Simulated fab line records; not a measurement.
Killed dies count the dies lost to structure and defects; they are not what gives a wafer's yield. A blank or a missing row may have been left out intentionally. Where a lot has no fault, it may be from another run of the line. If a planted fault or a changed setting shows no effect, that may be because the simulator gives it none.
Which tool is to blame?    flow rit cmos    14 lots with 42 wafers sampled at 2 steps, on a route of 202 steps

## WHAT THE GAUGES SHOWED, per wafer
The record holds no reading of a measuring or inspecting step that can be judged against a usual standard deviation.

## WHICH TOOL RAN EACH LOT (tool, then ch and the chambers of the sampled wafers, then the start)
lot   RIT_M1_METAL_ETCH_12              RIT_M1_PROBE_99
L687  rie metal-03 ch 0,1, day 3 19:44  prober-02, day 3 22:13
L688  rie metal-04 ch 0,1, day 3 22:10  prober-01, day 4 00:25
L689  rie metal-01 ch 0,1, day 4 02:47  prober-02, day 4 05:16
L692  rie metal-03 ch 0,1, day 4 16:10  prober-01, day 4 18:41
L690  rie metal-01 ch 0,1, day 4 16:48  prober-01, day 4 20:08
L693  rie metal-03 ch 0,1, day 4 21:02  prober-01, day 4 23:20
L694  rie metal-04 ch 0,1, day 5 01:48  prober-02, day 5 04:06
L695  rie metal-01 ch 0,1, day 5 05:08  prober-01, day 5 07:23
L698  rie metal-01 ch 0,1, day 5 20:59  prober-02, day 5 23:17
L700  rie metal-04 ch 0,1, day 6 06:44  prober-02, day 6 08:59
L702  rie metal-04 ch 0,1, day 6 17:51  prober-02, day 6 20:09
L703  rie metal-01 ch 0,1, day 7 02:51  prober-01, day 7 05:10
L706  rie metal-01 ch 0,1, day 7 20:46  prober-02, day 7 23:04
L708  rie metal-03 ch 0,1, day 8 13:01  prober-02, day 8 15:22
- RIT_M1_METAL_ETCH_12: etches Al in Cl2/BCl3, stops on SiO2, time 165 s, target depth 600 nm.
- RIT_M1_PROBE_99

## WHAT THE TOOLS THEMSELVES READ (means of the sampled wafers that have a number; where no wafer has one, the mark that the record gives instead)
RIT_M1_METAL_ETCH_12.
lot   tool          chamber pressure mTorr (mTorr)  drypump motor current A (A)  oes product au (a.u.)  rf fwd power W (W)  throttle valve pct (%)
L687  rie metal-03  100.02                          5.7                          0.769                  248.7               8.35
L688  rie metal-04  99.91                           5.5                          0.767                  248.5               8.35
L689  rie metal-01  99.98                           5.4                          0.771                  249.1               8.18
L692  rie metal-03  99.97                           5.8                          0.778                  249.3               8.32
L690  rie metal-01  100.04                          5.4                          0.766                  249.1               8.17
L693  rie metal-03  99.95                           5.8                          0.766                  249.9               8.31
L694  rie metal-04  99.98                           6.0                          0.772                  249.3               8.35
L695  rie metal-01  99.99                           5.4                          0.764                  248.5               8.17
L698  rie metal-01  99.88                           5.8                          0.783                  248.5               8.30
L700  rie metal-04  100.04                          6.0                          0.768                  247.4               8.35
L702  rie metal-04  99.97                           6.0                          0.773                  248.5               8.35
L703  rie metal-01  113.29                          5.7                          0.774                  248.8               8.31
L706  rie metal-01  113.37                          5.7                          0.780                  248.4               8.29
L708  rie metal-03  99.92                           5.7                          0.776                  249.2               8.36

RIT_M1_PROBE_99.
lot   tool       defect limited yield (%)  killed at contacts  killed at front end  killed dies  killed open  killed short  sort_bin_3_pad_short (%)  sort_bin_5_function (%)  sort_bin_6_memory (%)  sort n pass  sort yield pct (%)
L687  prober-02  96.5                      0.0                 9                    9            4.0          5.3           0.3                       1.9                      1.4                    255          96.5
L688  prober-01  97.2                      0.0                 7                    7            5.3          2.0           0.0                       1.6                      1.1                    257          97.2
L689  prober-02  97.6                      0.0                 6                    6            2.7          3.7           0.1                       1.4                      0.9                    258          97.6
L692  prober-01  97.5                      0.0                 7                    7            2.7          4.0           0.1                       1.1                      1.3                    257          97.5
L690  prober-01  97.8                      0.0                 6                    6            3.7          2.0           0.1                       1.5                      0.5                    258          97.8
L693  prober-01  98.2                      0.0                 5                    5            1.0          3.7           0.3                       1.0                      0.5                    259          98.2
L694  prober-02  99.0                      0.0                 3                    3            1.3          1.3           0.0                       0.8                      0.3                    261          99.0
L695  prober-01  97.9                      0.0                 6                    6            2.3          3.3           0.1                       1.3                      0.8                    258          97.9
L698  prober-02  96.1                      0.3                 10                   10           5.3          5.0           0.0                       2.4                      1.5                    254          96.1
L700  prober-02  98.1                      0.0                 5                    5            3.0          2.0           0.1                       1.4                      0.4                    259          98.1
L702  prober-02  97.2                      0.0                 7                    7            3.3          4.0           0.4                       0.7                      1.6                    257          97.2
L703  prober-01  95.7                      0.0                 11                   11           5.3          5.7           0.3                       2.5                      1.5                    253          95.7
L706  prober-02  96.5                      0.0                 9                    9            4.3          5.0           0.3                       2.1                      1.1                    255          96.5
L708  prober-02  98.2                      0.0                 5                    5            2.3          2.3           0.1                       1.3                      0.4                    259          98.2

## THE ANSWER, worked out from the rows above alone
Rule: what is usual is taken from the lots themselves. The widest of any qualifying gaps counts: lots, ordered by their means at a reading, are off when they make up no more than a third of the lots, leave a main group of 4 or more, and stand apart from it by 3 or more times the standard deviation of that group's means. The tables above print the reading to a certain number of digits; a main group whose means all agree to those digits is not used. Also off: a lot with no number at a reading for which 4 or more lots have one. The other lots that the step has rows for count as sound. First the gauges in route order, then the tools' own readings, where a lot's mean is used as printed above. At the first step where some lot is off, the reading lying furthest off is the one used; lots without a number count as furthest.
Off at RIT_M1_METAL_ETCH_12 (chamber pressure mTorr): L703, L706. For the main group the mean is 99.97 mTorr and the standard deviation 0.048.
If a tool, at that step or one of the process steps before it, ran each lot that is off and ran no sound lot following the first of them, it fits. One candidate fits, namely rie metal-01 at RIT_M1_METAL_ETCH_12. A fault onset in the window from L698 (day 5 20:59, its last sound lot) to L703 (day 7 02:51, its first lot off) fits.
On the lots that are off, the tool's own readings at RIT_M1_METAL_ETCH_12 differ by more than 5 times the standard deviation of the sound lots' means, which bears it out; chamber pressure mTorr reads 113.33 mTorr there versus 99.97 mTorr on the sound lots.

## WHAT THE SIMULATOR HAD INSERTED
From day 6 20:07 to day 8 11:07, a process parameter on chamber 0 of rie metal-01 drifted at RIT_M1_METAL_ETCH_12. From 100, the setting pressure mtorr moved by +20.
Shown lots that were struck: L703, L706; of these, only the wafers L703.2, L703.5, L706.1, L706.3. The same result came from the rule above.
